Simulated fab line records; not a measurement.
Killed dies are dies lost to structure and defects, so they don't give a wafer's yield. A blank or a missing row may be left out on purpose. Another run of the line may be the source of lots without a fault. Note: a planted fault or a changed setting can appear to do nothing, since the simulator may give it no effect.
A struck lot beside a sound one    flow rit-cmos    17 steps out of a route of 202
Sound: wafers L300.2, L300.3, L300.6. The struck wafers were L299.2, L299.5, L299.6. The cause is given at the end.
At each step with rows: each side's tool, then ch and its chambers, then its first start. Under that, the readings that differ: sound wafers    struck wafers    difference of the means    sigmas: that difference in standard deviations of wafers without a fault.
alike: a reading whose means differ by less than 2 such deviations, as well as words and numbers matching on both sides. not compared: withheld readings; readings where some wafer has no value; bounds like >300 that might hide an equal value; numbers whose values overlap and for which the record gives no deviation.
Wherever a step has rows on one side only, a row that says differs or no value, or a row with sigmas, the two part there. When numbers do not overlap yet have no deviation, they are printed without sigmas and do not part them. Lack of a reading on every wafer of one side parts them only where that side has two or more wafers.

RIT_NWELL_TW_MEAS_10:
  sound on film-metro-03 at day 5 00:31; struck on film-metro-02 at day 4 19:43
  alike: NWELL_TW
then, 6 steps without rows for these wafers: RIT_PWELL_HMDS_00 (prime time 60 s); RIT_PWELL_COAT_01 (resist thk 1308 nm); RIT_PWELL_SOFTBAKE_02 (time 60 s); RIT_PWELL_EXPOSE_03 (exposes mask M3, target cd 43700 nm); RIT_PWELL_PEB_04; RIT_PWELL_DEVELOP_05 (develop time 68 s).
RIT_PWELL_OVL_MEAS_06:
  sound on overlay-01 at day 5 01:35; struck on overlay-02 at day 4 20:46
  alike: PWELL_OVL
then, 2 steps without rows for these wafers: RIT_PWELL_HARDBAKE_07 (time 120 s); RIT_PWELL_IMPLANT_08.
RIT_PWELL_STRIP_09: strips in O2, time 180 s.
  sound on plasma-asher-02 ch 0,1, day 5 02:01; struck on plasma-asher-03 ch 0,1, day 4 21:12
  alike: drypump-motor-current-A
  not compared: rf-hours-counter-h
RIT_PWELL_TW_MEAS_10:
  sound on film-metro-03 at day 5 02:12; struck on film-metro-04 at day 4 21:23
  alike: PWELL_TW
RIT_WELLDRIVE_ANNEAL_00: time 14700 s.
  sound on furnace-04 ch 0, day 5 02:21; struck on furnace-03 ch 0, day 4 21:26
reading                 sound                 struck                difference  sigmas
spike-tc-centre-C (C)   1101.4 1103.5 1104.8  1079.9 1082.3 1081.7  -21.9       -13
spike-tc-load-C (C)     1123 1123 1124        1115 1114 1113        -9          -2
spike-tc-source-C (C)   1120.2 1119.5 1122.6  1104.8 1106.0 1105.9  -15.2       -10
tube-center-temp-C (C)  1100 1100.2 1099.9    1082 1082 1081.9      -18         -99 or more
tube_center_temp_C_max  1103.2 1103.4 1102.6  1084.6 1084.9 1084.1  -18.5       -44
  alike: zone-power-centre-pct
RIT_WELLDRIVE_RS_MEAS_01: measures by four-point-probe.
  sound on film-metro-04 at day 5 07:27; struck on film-metro-03 at day 5 02:32
reading            sound              struck             difference  sigmas
NWELL_RS (ohm/sq)  275.6 274.9 275.3  294.8 295.4 295.0  +19.8       +22
RIT_WELLDRIVE_RS_MEAS_02: measures by four-point-probe.
  sound on film-metro-04 at day 5 07:34; struck on film-metro-03 at day 5 02:40
reading            sound              struck             difference  sigmas
PWELL_RS (ohm/sq)  430.5 428.4 431.2  450.0 451.8 449.6  +20.4       +15
then, 1 step without rows for these wafers: RIT_NRETRO_HMDS_00 (prime time 60 s).
RIT_M1_PROBE_99:
  sound on prober-02 at day 6 11:46; struck on prober-01 at day 6 07:52
reading                              sound                 struck                difference  sigmas
model.etest.nwell-pinched.rs-ohm-sq  335.2 335.5 338.6     371.8 375.2 374.4     +37.4       
model.etest.pwell-pinched.rs-ohm-sq  466.6 460.2 464.3     481.4 486.1 479.7     +18.7       
model.etest.pwell.rs-ohm-sq          427.1 423.1 422.9     445.9 448.7 445       +22.2       
model.etest.field-p-metal.vt-v (V)   -28.37 -28.46 -28.68  -25.88 -26.2 -26.09   +2.45       
model.etest.field-n.vt-v (V)         38.02 37.45 38.12     40 39.73 39.74        +2          
model.etest.field-p.vt-v (V)         -13.09 -13.03 -13.15  -11.62 -11.64 -11.56  +1.48       
  alike: killed_at_M0_to_M3, killed-at-contacts, killed-at-front-end, killed-dies, killed-open, killed-short
  not compared: model.etest.pmos-narrow.drive-ua-um, model.etest.pmos_0p3.drive-ua-um

## WHERE THEY PART
Earliest at RIT_WELLDRIVE_ANNEAL_00; latest, in this record, at RIT_WELLDRIVE_RS_MEAS_02. Later steps at which nothing parts them and some readings are alike: RIT_M1_PROBE_99.

WHY: whatever the simulator had introduced
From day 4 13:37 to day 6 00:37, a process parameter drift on furnace-03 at RIT_WELLDRIVE_ANNEAL_00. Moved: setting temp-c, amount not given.
